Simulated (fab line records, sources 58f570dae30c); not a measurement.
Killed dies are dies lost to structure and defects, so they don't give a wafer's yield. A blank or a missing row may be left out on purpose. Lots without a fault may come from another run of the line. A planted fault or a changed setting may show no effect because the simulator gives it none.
fab line records | flow berkeley_cmos170
record lots=13 wafers=39 last_day=13
route steps=331 shown NWELL@28 PWELL@50 PFIELD@88 SILICIDE@214
lots that met no fault: from a run of the same line without faults
start_h: hours from the record's first day to the start of the lot's first wafer shown | wait_h: hours since the lot's step before | " the same as in the row above | L1.1+2: a row that stands for several wafers | - no value, or no start given | * or withheld: withheld | < > ~ a bound
route shown NAME@n: a module of which the file shows steps, and the number in the route of the first | usual: mean/standard deviation of fault-free wafers | same: alike in all rows | chamber/n: place in a boat | sites: the reading at each site | _std_site: their standard deviation | _edge_site: outer sites' mean less inner sites' | radius_mm: how far each site lies from the wafer's centre | mask NAME#n: copy n | behind: the tool/chamber that last shaped the wafer | hold: why the lot was held/for how many hours/how that ended | device: the transistor (n, p or np) that didn't switch | end of line: the same wafers' tests at the end of the route | a step without rows: its recipe alone | killed: dies lost to structure and defects at the first sort, not the wafer's yield | map: a wafer's dies, x killed, . not, _ none there
set.NAME: the setting as run; set.NAME@STEP: as run at that earlier step | model.NAME: the simulator's own value behind a step, which no gauge read
steps of the route over a sample of lots; a table a step, a row a wafer
services: from which hour (start_h, from the record's first day; less than 0 if before it) a tool's chamber was out of use, for how many hours, and why
## steps
# step UCB170_NWELL_IMPLANT_14
# recipe species=P dose_cm2=1e+13 energy_kev=150 tilt_deg=7
# usual dose_ions_cm2=1.0002e+13/1.2e+10 faraday_current_uA=31.7/0.63 tilt_deg=6.999/0.021
# columns lot.wafer tool chamber start_h wait_h dose_ions_cm2 faraday_current_uA tilt_deg
L883.3 implanter-01 0 41.06 0.1 9.99e+12 32.0 7.009
L883.5 " 0 " " 1e+13 32.0 7.014
L883.6 " 0 " " 9.978e+12 33.2 7.004
L884.1 implanter-01 0 41.77 0.1 1.0012e+13 32.1 6.997
L884.3 " 0 " " 1.0008e+13 32.0 6.977
L884.6 " 0 " " 1.0012e+13 31.9 7.008
L885.2 implanter-03 0 44.38 0.1 1.0006e+13 31.2 7.007
L885.4 " 0 " " 9.994e+12 31.9 6.988
L885.6 " 0 " " 1.0006e+13 31.3 6.983
L886.1 implanter-01 0 49.43 0.1 9.994e+12 32.0 6.977
L886.4 " 0 " " 1.0003e+13 32.6 7.001
L886.6 " 0 " " 1.0014e+13 32.1 7.018
L889.2 implanter-03 0 67.54 0.1 1.0004e+13 30.9 7.021
L889.5 " 0 " " 1.0006e+13 31.5 7.006
L889.6 " 0 " " 1e+13 31.9 7.002
L894.2 implanter-01 0 90.57 0.1 1.158e+13 37.3 7.037
L894.3 " 0 " " 1.1592e+13 36.5 7.014
L894.6 " 0 " " 1.1578e+13 36.2 7.027
L895.2 implanter-01 0 95.35 0.1 1.1583e+13 37.1 6.964
L895.4 " 0 " " 1.1594e+13 36.0 6.968
L895.5 " 0 " " 1.1603e+13 36.4 6.975
L898.1 implanter-03 0 107.98 0.1 9.999e+12 32.6 7.002
L898.3 " 0 " " 1.0013e+13 31.5 6.989
L898.6 " 0 " " 1.0003e+13 32.2 6.988
L900.1 implanter-04 0 121.51 0.1 9.997e+12 31.8 6.963
L900.4 " 0 " " 1.0016e+13 31.6 6.952
L900.5 " 0 " " 9.998e+12 31.5 6.978
L903.1 implanter-03 0 130.74 0.1 1.0018e+13 31.0 7.002
L903.2 " 0 " " 1.0015e+13 32.3 6.977
L903.3 " 0 " " 1.002e+13 32.1 6.967
L904.1 implanter-03 0 142.54 0.1 1.0007e+13 31.7 6.991
L904.3 " 0 " " 9.995e+12 32.3 6.972
L904.6 " 0 " " 1.0012e+13 31.6 7.019
L905.2 implanter-04 0 142.90 0.1 1.0011e+13 32.0 7.013
L905.3 " 0 " " 9.989e+12 32.0 7.047
L905.4 " 0 " " 1.0013e+13 31.9 7.053
L906.2 implanter-04 0 153.34 0.1 9.997e+12 31.2 7.059
L906.4 " 0 " " 1.0001e+13 31.4 7.025
L906.5 " 0 " " 1.0001e+13 30.2 6.994
# step UCB170_NWELL_TW_MEAS_16
# usual NWELL_TW=1245/8.3
# columns lot.wafer tool chamber start_h wait_h hold NWELL_TW
L883.3 film_metro-01 - 41.28 0.1 - 1259
L883.5 " - " " - 1255
L883.6 " - " " - 1257
L884.1 film_metro-02 - 42.02 0.1 - 1237
L884.3 " - " " - 1239
L884.6 " - " " - 1229
L885.2 film_metro-02 - 44.62 0.1 - 1235
L885.4 " - " " - 1230
L885.6 " - " " - 1241
L886.1 film_metro-02 - 49.68 0.1 - 1240
L886.4 " - " " - 1238
L886.6 " - " " - 1237
L889.2 film_metro-04 - 67.77 0.1 - 1240
L889.5 " - " " - 1239
L889.6 " - " " - 1243
L894.2 film_metro-02 - 90.80 0.1 await_dispo/0.2h/release 1296
L894.3 " - " " await_dispo/0.2h/release 1299
L894.6 " - " " await_dispo/0.2h/release 1296
L894.2 film_metro-02 - 91.03 0.2 - 1294
L894.3 " - " " - 1291
L894.6 " - " " - 1291
L895.2 film_metro-04 - 95.59 0.1 await_dispo/0.2h/release 1309
L895.4 " - " " await_dispo/0.2h/release 1301
L895.5 " - " " await_dispo/0.2h/release 1304
L895.2 film_metro-04 - 95.81 0.2 - 1304
L895.4 " - " " - 1298
L895.5 " - " " - 1301
L898.1 film_metro-02 - 108.23 0.1 - 1256
L898.3 " - " " - 1248
L898.6 " - " " - 1248
L900.1 film_metro-02 - 121.76 0.1 - 1247
L900.4 " - " " - 1235
L900.5 " - " " - 1238
L903.1 film_metro-02 - 130.99 0.1 - 1236
L903.2 " - " " - 1241
L903.3 " - " " - 1238
L904.1 film_metro-04 - 142.79 0.1 - 1241
L904.3 " - " " - 1244
L904.6 " - " " - 1242
L905.2 film_metro-01 - 143.13 0.1 - 1261
L905.3 " - " " - 1263
L905.4 " - " " - 1261
L906.2 film_metro-02 - 153.58 0.1 - 1241
L906.4 " - " " - 1246
L906.5 " - " " - 1236
# step UCB170_PWELL_STRIP_16
# recipe chemistry=O2 power_w=400 pressure_mtorr=3500 platen_temp_c=withheld o2_flow_sccm=400 overash_fraction=0.5
# usual drypump_motor_current_A=5.7/0.36 oes_product_au=0.721/0.0044 strip_time_to_endpoint_s=18.10/0.077
# columns lot.wafer tool chamber start_h wait_h drypump_motor_current_A oes_product_au rf_hours_counter_h strip_time_to_endpoint_s
L885.2 plasma_asher-03 1 60.00 0.1 6.3 0.710 40 18.13
L885.4 " 0 " " 5.9 0.724 - 18.20
L885.6 " 1 " " 6.3 0.726 - 18.13
L883.3 plasma_asher-02 0 60.14 0.1 5.7 0.711 - 18.06
L883.5 " 1 " " 5.4 0.721 - 18.06
L883.6 " 0 " " 5.7 0.725 - 17.99
L884.1 plasma_asher-04 1 60.21 0.1 6.0 0.717 34 18.17
L884.3 " 1 " " 6.0 0.724 - 18.11
L884.6 " 0 " " 5.2 0.717 - 18.07
L886.1 plasma_asher-03 0 67.37 0.1 5.9 0.724 41 18.05
L886.4 " 0 " " 5.9 0.725 - 18.11
L886.6 " 0 " " 5.9 0.730 - 18.15
L889.2 plasma_asher-03 1 87.75 0.1 6.3 0.722 43 18.14
L889.5 " 0 " " 5.9 0.724 - 18.09
L889.6 " 1 " " 6.3 0.721 - 18.10
L894.2 plasma_asher-04 0 111.85 0.1 5.2 0.724 39 18.05
L894.3 " 0 " " 5.2 0.722 - 18.03
L894.6 " 0 " " 5.2 0.720 - 18.00
L895.2 plasma_asher-02 0 116.72 0.1 5.7 0.717 17 18.17
L895.4 " 0 " " 5.7 0.725 - 18.16
L895.5 " 1 " " 5.5 0.722 - 18.09
L898.1 plasma_asher-02 1 127.80 0.1 5.4 0.716 19 18.18
L898.3 " 0 " " 5.7 0.726 - 18.25
L898.6 " 1 " " 5.4 0.717 - 18.11
L900.1 plasma_asher-02 1 140.43 0.1 5.4 0.728 21 18.14
L900.4 " 0 " " 5.7 0.726 - 18.14
L900.5 " 1 " " 5.5 0.715 - 18.15
L903.1 plasma_asher-02 1 150.95 0.1 5.4 0.720 22 18.00
L903.2 " 0 " " 5.7 0.722 22 17.88
L903.3 " 0 " " 5.7 0.718 - 17.91
L904.1 plasma_asher-02 0 163.75 0.1 5.7 0.717 24 18.24
L904.3 " 0 " " 5.7 0.717 - 18.13
L904.6 " 0 " " 5.7 0.725 - 18.16
L905.2 plasma_asher-04 1 163.76 0.1 6.0 0.727 44 18.04
L905.3 " 0 " " 5.2 0.720 - 18.20
L905.4 " 1 " " 6.0 0.725 - 18.03
L906.2 plasma_asher-04 1 171.82 0.1 6.0 0.718 45 17.90
L906.4 " 1 " " 6.0 0.720 - 17.99
L906.5 " 0 " " 5.2 0.723 - 17.96
# step UCB170_PFIELD_TW_MEAS_09
# usual PFIELD_TW=598/4
# columns lot.wafer tool chamber start_h wait_h PFIELD_TW
L885.2 film_metro-01 - 93.95 0.1 605
L885.4 " - " " 603
L885.6 " - " " 605
L883.3 film_metro-04 - 94.13 0.1 596
L883.5 " - " " 596
L883.6 " - " " 597
L886.1 film_metro-04 - 99.43 0.1 595
L886.4 " - " " 600
L886.6 " - " " 598
L884.1 film_metro-04 - 99.79 0.1 596
L884.3 " - " " 599
L884.6 " - " " 596
L889.2 film_metro-02 - 123.67 0.1 594
L889.5 " - " " 592
L889.6 " - " " 595
L894.2 film_metro-02 - 146.64 0.1 593
L894.3 " - " " 596
L894.6 " - " " 595
L895.2 film_metro-02 - 149.93 0.1 594
L895.4 " - " " 595
L895.5 " - " " 593
L898.1 film_metro-04 - 165.49 0.1 591
L898.3 " - " " 593
L898.6 " - " " 598
L900.1 film_metro-01 - 177.50 0.1 602
L900.4 " - " " 603
L900.5 " - " " 605
L903.1 film_metro-01 - 184.46 0.1 603
L903.2 " - " " 603
L903.3 " - " " 601
L905.2 film_metro-04 - 197.83 0.1 596
L905.3 " - " " 596
L905.4 " - " " 601
L904.1 film_metro-02 - 198.46 0.1 600
L904.3 " - " " 592
L904.6 " - " " 596
L906.2 film_metro-01 - 209.67 0.1 601
L906.4 " - " " 602
L906.5 " - " " 603
# step UCB170_SILICIDE_RTA_04
# recipe temp_c=650 time_s=15 ambient=N2
# usual anneal_temp_c_max=652.4/0.86 lamp_power_pct=10.25/0.049 wafer_temp_C_max=651.8/0.39
# columns lot.wafer tool chamber start_h wait_h anneal_temp_c_max lamp_power_pct wafer_temp_C_max
L883.3 rtp_anneal-02 0 162.30 0.1 651.8 10.19 652.7
L883.5 " 0 " " 652.0 10.20 652.4
L883.6 " 0 " " 652.4 10.20 651.4
L885.2 rtp_anneal-02 0 162.75 0.1 652.4 10.20 651.6
L885.4 " 0 " " 651.9 10.20 651.8
L885.6 " 0 " " 651.5 10.21 652.0
L886.1 rtp_anneal-01 0 163.91 0.1 652.5 10.31 651.6
L886.4 " 0 " " 652.2 10.27 650.8
L886.6 " 0 " " 653.5 10.30 651.5
L884.1 rtp_anneal-01 0 167.45 0.1 653.3 10.30 651.7
L884.3 " 0 " " 653.5 10.31 651.8
L884.6 " 0 " " 653.4 10.30 651.7
L889.2 rtp_anneal-01 0 191.25 0.1 653.3 10.31 651.6
L889.5 " 0 " " 653.5 10.29 651.1
L889.6 " 0 " " 653.1 10.30 651.5
L894.2 rtp_anneal-01 0 212.43 0.1 652.3 10.30 651.2
L894.3 " 0 " " 652.1 10.29 651.9
L894.6 " 0 " " 652.2 10.29 651.6
L895.2 rtp_anneal-01 0 224.51 0.1 653.7 10.31 651.4
L895.4 " 0 " " 653.2 10.28 651.2
L895.5 " 0 " " 653.0 10.30 651.7
L898.1 rtp_anneal-01 0 237.73 0.1 654.4 10.30 651.1
L898.3 " 0 " " 653.2 10.30 651.5
L898.6 " 0 " " 653.3 10.32 652.0
L900.1 rtp_anneal-02 0 247.57 0.1 651.3 10.19 652.2
L900.4 " 0 " " 651.2 10.21 652.2
L900.5 " 0 " " 651.5 10.22 652.0
L903.1 rtp_anneal-01 0 254.58 0.1 654.4 10.29 651.4
L903.2 " 0 " " 653.1 10.29 651.8
L903.3 " 0 " " 653.8 10.30 652.0
L904.1 rtp_anneal-02 0 269.96 0.1 651.6 10.21 651.8
L904.3 " 0 " " 651.8 10.21 652.0
L904.6 " 0 " " 651.8 10.21 651.8
L905.2 rtp_anneal-01 0 270.31 0.1 654.3 10.30 651.6
L905.3 " 0 " " 653.7 10.29 651.1
L905.4 " 0 " " 653.2 10.30 651.8
L906.2 rtp_anneal-01 0 281.52 0.1 653.9 10.31 651.8
L906.4 " 0 " " 652.3 10.30 651.9
L906.5 " 0 " " 653.0 10.30 651.8
## services
# columns tool chamber start_h hours kind
implanter-04 - 27.96 14.4 pm
implanter-03 - 33.86 2.4 repair
implanter-04 - 37.22 1.5 repair
implanter-04 - 42.35 5.5 pm
plasma_asher-02 - 45.50 5.7 pm
plasma_asher-04 - 50.65 2.5 repair
implanter-03 - 58.00 4.2 repair
rtp_anneal-01 - 62.37 4.8 pm
implanter-03 - 75.92 3.7 repair
implanter-01 - 79.52 3.1 pm
implanter-03 - 106.66 1.3 repair
plasma_asher-03 - 108.75 9.0 pm
plasma_asher-03 0 108.75 9.0 vent_cycle
plasma_asher-03 1 108.75 9.0 vent_cycle
plasma_asher-03 0 117.75 - clean
plasma_asher-04 - 122.30 9.2 repair
implanter-03 - 152.61 2.8 repair
rtp_anneal-02 - 154.33 4.0 pm
plasma_asher-04 - 172.02 0.8 repair
implanter-03 - 208.45 1.2 repair
implanter-01 - 210.53 3.1 repair
plasma_asher-03 - 265.49 5.8 repair
implanter-01 - 269.48 2.6 repair
implanter-04 - 277.24 1.2 repair
## key
first_sign step=UCB170_NWELL_IMPLANT_14 reading=dose_ions_cm2 direction=up sigmas=99+ usual=1.0002e+13 struck=1.1588e+13
effect step=UCB170_NWELL_IMPLANT_14 reading=faraday_current_uA direction=up sigmas=7.7 usual=31.7 struck=36.6
effect step=UCB170_NWELL_TW_MEAS_16 reading=visit direction=added
effect step=UCB170_NWELL_TW_MEAS_16 reading=NWELL_TW direction=up sigmas=6.8 usual=1245 struck=1301
met_at UCB170_NWELL_IMPLANT_14
struck_lots L894,L895
tester_left_out L894,L895
not_acting_at UCB170_PWELL_STRIP_16,UCB170_PFIELD_TW_MEAS_09,UCB170_SILICIDE_RTA_04
onset_between 49.43 90.57
fault kind=process_parameter_drift tool=implanter-01 chamber=- onset_h=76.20 steps=UCB170_NWELL_IMPLANT_14 channel=dose_cm2 offset=1.6e+12 shape=step end_h=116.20 acts_in=these_recipes_only stated=1e+13
# tester_left_out: of these lots the tester's yield and bins aren't shown, on N5 and GAA mostly nor the transistor test; their killed dies are dies lost to structure and defects alone, not to doping, threshold or leakage, so they don't give the yield
